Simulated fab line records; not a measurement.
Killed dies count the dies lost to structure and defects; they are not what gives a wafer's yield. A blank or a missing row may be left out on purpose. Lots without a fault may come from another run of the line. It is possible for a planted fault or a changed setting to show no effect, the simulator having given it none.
Split-lot study	flow berkeleyCmos170	on a route of 331 steps: 5 lots, 23 wafers read

## THE SPLIT
At UCB170_ACTIVE_COAT_08 (resist thk 900 nm), the setting spinRpm was moved away from the recipe's 1500 rpm on 6 of the 23 wafers read, by -6.7% to +7.3%. All remaining wafers had this setting at the recipe value.

## FROM THE SPLIT TO THE READING: what the file shows between them, 2 steps
- UCB170_ACTIVE_SOFTBAKE_09: time 60 s
- UCB170_ACTIVE_EXPOSE_10: exposes mask ACTIVE, target cd 1200 nm

## THE READING
KrF_of_ACTIVE_COAT_08.thkNm (the simulator's own value, which no gauge read), in nm, at UCB170_ACTIVE_ETCH_15 (etches Si3N4 in CH3F/Ar/O2, stops on SiO2, target depth 242 nm, time 151 s). No usual value for it is given in the file. The 17 wafers here that ran the recipe average 723.9 nm, standard deviation 3 nm.

wafer	tool, chamber at the split	spinRpm as run, rpm	against the recipe	KrF_of_ACTIVE_COAT_08.thkNm, nm	against lot-mates on the recipe
L074.1	lithoTrack-01, 0	1500	recipe	725.7	-
L074.3	lithoTrack-01, 0	1500	recipe	723.6	-
L074.4	lithoTrack-01, 0	1500	recipe	724.5	-
L074.5	lithoTrack-01, 0	1500	recipe	726.8	-
L074.6	lithoTrack-01, 0	1500	recipe	722.9	-
L075.1	lithoTrack-02, 0	1609	+7.3%	690.3	-31.0
L075.3	lithoTrack-02, 0	1500	recipe	720.6	-
L075.4	lithoTrack-02, 0	1500	recipe	720	-
L075.5	lithoTrack-02, 0	1609	+7.3%	690.9	-30.4
L075.6	lithoTrack-02, 0	1500	recipe	723.4	-
L076.2	lithoTrack-01, 0	1500	recipe	728.6	-
L076.5	lithoTrack-01, 0	1500	recipe	726.1	-
L076.6	lithoTrack-01, 0	1500	recipe	723.6	-
L079.1	lithoTrack-01, 0	1500	recipe	726.9	-
L079.2	lithoTrack-01, 0	1500	recipe	727.5	-
L079.3	lithoTrack-01, 0	1447	-3.5%	742.1	+14.9
L079.5	lithoTrack-01, 0	1447	-3.5%	746.8	+19.6
L079.6	lithoTrack-01, 0	1500	recipe	727.2	-
L080.1	lithoTrack-01, 0	1500	recipe	718.2	-
L080.2	lithoTrack-01, 0	1500	recipe	720	-
L080.3	lithoTrack-01, 0	1400	-6.7%	753.1	+33.2
L080.5	lithoTrack-01, 0	1500	recipe	721.4	-
L080.6	lithoTrack-01, 0	1400	-6.7%	754	+34.1

FIT RESULTS
A straight line over all 23 wafers: KrF_of_ACTIVE_COAT_08.thkNm changes by -4.66 nm for each +1% of spinRpm; r = -0.98; the points scatter about the line by 3.1 nm.
The same after taking each lot's own level away (the mean of its wafers on the recipe; 23 wafers): -4.62 nm for each +1%; r = -0.99; scatter 1.9 nm.
According to that fit, moving spinRpm by its largest amount changes the reading by 34 nm.
The span of the lots' own levels, 719.87 to 727.20 nm, comes to 2.4 times the standard deviation stated above.
Hence the lot-to-lot level has little effect on the slope; both slopes agree.
Check: with one of the wafers moved furthest among these (+7.3%) left out of the fit, the line predicts -33.9 nm for it against its lot-mates. Against them it came out at -31 nm.

## OTHER SPLITS ON THESE WAFERS
Before the reading, these wafers also passed through other splits. Each is held against what the fit with the lots' levels taken away leaves over:
other split on the same wafers	wafers away from the commonest value	r with KrF_of_ACTIVE_COAT_08.thkNm (lot level and that fit taken away)
UCB170_ZERO_COAT_01 spinRpm	11	+0.00
UCB170_NWELL_OXIDATION_01 oxTimeS	18	-0.24
UCB170_NWELL_ETCH_13 timeS	8	-0.11
UCB170_PWELL_OXIDATION_02 tempC	15	+0.11
UCB170_PWELL_ANNEAL_04 tempC	18	+0.24
UCB170_PWELL_IMPLANT_15 doseCm2	4	-0.10

## THE WHOLE CHAIN: every reading that the file lists as answering this split, in the file's order
step	what it does	reading	change (the file's fit)	r (the file's)
UCB170_ACTIVE_COAT_08	resist thk 900 nm	KrF_of_ACTIVE_COAT_08.thkNm (the simulator's own value, which no gauge read)	-4.52 nm for each +1% of the setting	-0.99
UCB170_ACTIVE_ETCH_15	etches Si3N4 in CH3F/Ar/O2, stops on SiO2, target depth 242 nm, time 151 s	KrF_of_ACTIVE_COAT_08.thkNm (the simulator's own value, which no gauge read)	-4.64 nm for each +1% of the setting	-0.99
UCB170_ACTIVE_STRIP_16	strips in O2	stripTimeToEndpointS	withheld for each +1% of the setting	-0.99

## THE FILE'S OWN FIT
KrF_of_ACTIVE_COAT_08.thkNm changes by -4.64 nm for each +1% of spinRpm, r = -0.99.
